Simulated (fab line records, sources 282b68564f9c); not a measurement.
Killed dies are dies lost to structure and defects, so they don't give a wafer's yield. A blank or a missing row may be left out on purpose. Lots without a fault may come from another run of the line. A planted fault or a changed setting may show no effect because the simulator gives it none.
A struck lot beside a sound one | flow rit_cmos | 28 steps out of a route of 202
Sound: wafers L627.1, L627.3, L627.5. Struck: wafers L624.1, L624.2, L624.4. The cause comes at the end.
At each step with rows: each side's tool, then ch and its chambers, then its first start. Under that, the readings that differ: sound wafers | struck wafers | difference of the means | sigmas: that difference in standard deviations of wafers without a fault.
alike: readings whose means differ by less than 2 such deviations, and words and numbers that are the same on both sides. not compared: withheld readings, readings that some wafer has no value for, bounds like >300 that may hide the same value, and numbers for which the record gives no deviation and whose values overlap.
The two part at a step that has a row with sigmas, a row that says differs or no value, or rows on one side only. Numbers that don't overlap but have no deviation are shown without sigmas and don't part them. A reading that every wafer of one side lacks parts them only if that side has two wafers or more.

RIT_ACTIVE_BOW_MEAS_00:
  sound on film_metro-03, day 5 19:00; struck on film_metro-02, day 5 04:10
  alike: INCOMING_BOW
RIT_ACTIVE_OXIDATION_01: target thk 46.8 nm, ox time 3513 s.
  sound on furnace-01 ch 0, day 5 19:07; struck on furnace-02 ch 0, day 5 04:17
  reading                                       | sound                | struck               | difference | sigmas
  spike_tc_centre_C (C)                         | 1000.9 1001.5 1000.1 | 975.7 976.4 976.5    | -24.6      | -16
  spike_tc_load_C (C)                           | 1027.8 1026.7 1027.6 | 998.7 998.7 999.2    | -28.5      | -20
  spike_tc_source_C (C)                         | 1024.6 1027.8 1027.4 | 1000.2 1000.5 1001.0 | -26.0      | -20
  tube_center_temp_C (C)                        | 999.97 999.98 1000.1 | 975.05 975.04 975.03 | -24.98     | -99 or more
  tube_center_temp_C_max                        | 1002.3 1003.4 1002.7 | 978.1 977.5 978.1    | -24.9      | -61
  zone_power_source_pct (%)                     | 31.7 31.2 31.3       | 29.3 28.8 28.3       | -2.6       | -6
  model.SiO2_of_ACTIVE_OXIDATION_01.thk_nm (nm) | 46.49 46.96 46.94    | 39.54 40.02 39.46    | -7.12      |
RIT_ACTIVE_THK_MEAS_02:
  sound on film_metro-01, day 5 21:03; struck on film_metro-03, day 5 06:14
  reading               | sound          | struck         | difference | sigmas
  ACTIVE_OXIDE_THK (nm) | 46.6 47.0 46.9 | 39.5 40.0 39.4 | -7.2       | -8
then, 1 step without rows for these wafers: RIT_ACTIVE_CVD_03 (deposits Si3N4 from SiH2Cl2/NH3, target thk 150 nm, time 1500 s).
RIT_ACTIVE_THK_MEAS_04:
  sound on film_metro-03, day 5 23:56; struck on film_metro-02, day 5 08:00
  alike: ACTIVE_NITRIDE_THK
then, 6 steps without rows for these wafers: RIT_ACTIVE_HMDS_05 (prime time 60 s); RIT_ACTIVE_COAT_06 (resist thk 1020 nm); RIT_ACTIVE_SOFTBAKE_07 (time 60 s); RIT_ACTIVE_EXPOSE_08 (exposes mask M1, target cd 1400 nm); RIT_ACTIVE_PEB_09; RIT_ACTIVE_DEVELOP_10 (develop time 50 s).
RIT_ACTIVE_CD_MEAS_11: target cd 1400 nm.
  sound on cd_sem-02, day 6 00:50; struck on cd_sem-01, day 5 09:02
  alike: cd_nm
then, 1 step without rows for these wafers: RIT_ACTIVE_HARDBAKE_12 (time 60 s).
RIT_ACTIVE_ETCH_13: etches Si3N4 in SF6, stops on SiO2, time 210 s, target depth 210 nm.
  sound on rie_diel-01 ch 1,2,3, day 6 01:07; struck on rie_diel-02 ch 1,2,3, day 5 09:18
  alike: drypump_motor_current_A, oes_product_au, throttle_valve_pct
  not compared: rf_hours_counter_h
RIT_ACTIVE_STRIP_14: strips in O2, time 180 s.
  sound on plasma_asher-01 ch 1, day 6 01:14; struck on plasma_asher-04 ch 0,1, day 5 09:26
  alike: drypump_motor_current_A, o2_flow_sccm
  not compared: rf_hours_counter_h
RIT_ACTIVE_CD_MEAS_90: target cd 1400 nm.
  sound on cd_sem-01, day 6 01:25; struck on cd_sem-01, day 5 09:37
  alike: cd_nm
then, 4 steps without rows for these wafers: RIT_ACTIVE_CLEAN_15 (cleans in SC1, time 600 s); RIT_ACTIVE_CLEAN_16 (cleans in dHF, time 30 s); RIT_ACTIVE_CLEAN_17 (cleans in SC2, time 600 s); RIT_FOX1_OXIDATION_00 (target thk 350.7 nm, ox time 1130 s).
RIT_FOX1_THK_MEAS_01:
  sound on film_metro-03, day 6 03:22; struck on film_metro-04, day 5 11:34
  alike: FOX1_OXIDE_THK
then, 2 steps without rows for these wafers: RIT_FOX1_WET_ETCH_02 (etches SiO2 in BOE, target depth 350 nm, time 390 s); RIT_FOX2_OXIDATION_00 (target thk 350.7 nm, ox time 1130 s).
RIT_FOX2_THK_MEAS_01:
  sound on film_metro-04, day 6 04:52; struck on film_metro-03, day 5 13:26
  alike: FOX2_OXIDE_THK
then, 1 step without rows for these wafers: RIT_FOX2_CLEAN_02 (cleans in dHF, time 180 s).
RIT_FOX2_WET_ETCH_03: etches Si3N4 in H3PO4, target depth 195 nm, time 2700 s.
  sound on wet_bench-01 ch 2, day 6 04:59; struck on wet_bench-04 ch 3, day 5 13:34
  reading                                       | sound          | struck            | difference | sigmas
  model.SiO2_of_ACTIVE_OXIDATION_01.thk_nm (nm) | 40 41.76 41.24 | 32.72 35.55 34.18 | -6.85      |
  alike: bath_guard_temp_C
RIT_FOX2_THK_MEAS_90:
  sound on film_metro-01, day 6 05:49; struck on film_metro-03, day 5 14:19
  alike: FIELD_OXIDE_LEFT_1_THK
RIT_M1_PROBE_99:
  sound on prober-02, day 8 02:59; struck on prober-01, day 7 08:38
  reading                             | sound             | struck            | difference | sigmas
  killed_at_contacts                  | 0 0 0             | 1 0 1             | +1         | +2
  model.etest.pldd.width_nm (nm)      | 3196 3174 3178    | 3229 3242 3261    | +61        |
  model.etest.nldd.width_nm (nm)      | 3189 3172 3157    | 3230 3236 3262    | +70        |
  model.etest.pplus_sal.width_nm (nm) | 3472 3465 3481    | 3496 3505 3500    | +28        |
  model.etest.nmos_narrow.drive_ua_um | 233.2 236.6 232.4 | 246.4 243 246.1   | +11.1      |
  model.etest.pmos_narrow.drive_ua_um | 103.7 105.5 105.6 | 106.2 108.1 108.9 | +2.8       |
  alike: killed_at_front_end, killed_dies, killed_open, killed_short
  not compared: model.etest.nplus_sal.width_nm, model.etest.nmos_0p3.drive_ua_um, model.etest.iso_nwell_nwell.bv_v

WHERE THEY PART
First at RIT_ACTIVE_OXIDATION_01; last, within this record, at RIT_M1_PROBE_99.

WHY: what the simulator had put in
Process parameter drift: furnace-02, from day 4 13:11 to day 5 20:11, at RIT_ACTIVE_OXIDATION_01. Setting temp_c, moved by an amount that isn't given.
